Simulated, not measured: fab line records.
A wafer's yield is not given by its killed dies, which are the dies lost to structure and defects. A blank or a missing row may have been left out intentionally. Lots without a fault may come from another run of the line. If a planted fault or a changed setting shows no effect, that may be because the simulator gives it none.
A sampling plan put to the test    flow rit-cmos    one fab line, 6 faults that these records tell of, each judged on the records of the lots that it struck
The line's own looks make up the plan; these are the steps of the route where a gauge or inspection reads the wafer and leaves it unchanged. A look can be judged if struck wafers have a number there and the file gives its usual mean and standard deviation on fault-free wafers. Caught: 4 or more of those standard deviations (sigma) separate the usual mean from the mean of the struck wafers at a look after the fault's first step. On the tool: the same test on the tool's own readings at the fault's steps. It also counts as caught if the struck wafers ran another recipe or if their record alone is blank.

== THE FAULTS, as the simulator had put them in ==
1. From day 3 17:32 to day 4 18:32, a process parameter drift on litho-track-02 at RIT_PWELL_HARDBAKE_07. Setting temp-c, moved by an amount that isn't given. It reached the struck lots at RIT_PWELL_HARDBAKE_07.
2. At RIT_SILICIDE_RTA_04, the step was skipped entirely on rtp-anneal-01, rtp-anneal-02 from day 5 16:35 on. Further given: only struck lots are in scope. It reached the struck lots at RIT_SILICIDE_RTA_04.
3. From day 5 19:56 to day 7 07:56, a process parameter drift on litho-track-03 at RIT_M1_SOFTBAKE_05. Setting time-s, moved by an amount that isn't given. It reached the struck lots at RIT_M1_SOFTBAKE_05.
4. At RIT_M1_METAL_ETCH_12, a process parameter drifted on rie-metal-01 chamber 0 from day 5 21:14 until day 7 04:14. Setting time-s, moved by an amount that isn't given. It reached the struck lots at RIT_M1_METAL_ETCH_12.
5. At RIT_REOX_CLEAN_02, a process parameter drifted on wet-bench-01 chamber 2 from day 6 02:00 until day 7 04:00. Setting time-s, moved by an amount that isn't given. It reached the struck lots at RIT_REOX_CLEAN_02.
6. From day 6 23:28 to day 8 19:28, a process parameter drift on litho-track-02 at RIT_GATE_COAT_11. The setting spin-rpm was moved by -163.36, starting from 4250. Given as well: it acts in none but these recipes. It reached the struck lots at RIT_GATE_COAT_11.

== WHAT THE PLAN SAW ==
fault  on the tool itself                                first look that catches it      reading, sigma  median hours from its first step to that look  hours from the fault's start to the first struck lot there  judged looks passed uncaught
1      heater-power-total-W +19 sigma                    no look after it can be judged  -               -                                              -                                                           0
2      the tool's record is blank for the struck wafers  no look after it can be judged  -               -                                              -                                                           0
3      run-length-s +49 sigma                            no look after it can be judged  -               -                                              -                                                           0
4      run-length-s +79 sigma                            no look after it can be judged  -               -                                              -                                                           0
5      run-length-s -7.9 sigma                           no look after it can be judged  -               -                                              -                                                           0
6      spin-speed-rpm -52 sigma                          no look after it can be judged  -               -                                              -                                                           0
A dash: this means the fault isn't caught or the number doesn't appear in these records.

Caught at a look: 0 of 6. Caught on the tool: 6 of 6. By one or the other: 6 of 6.
Caught on the tool alone: faults 1, 2, 3, 4, 5, 6.
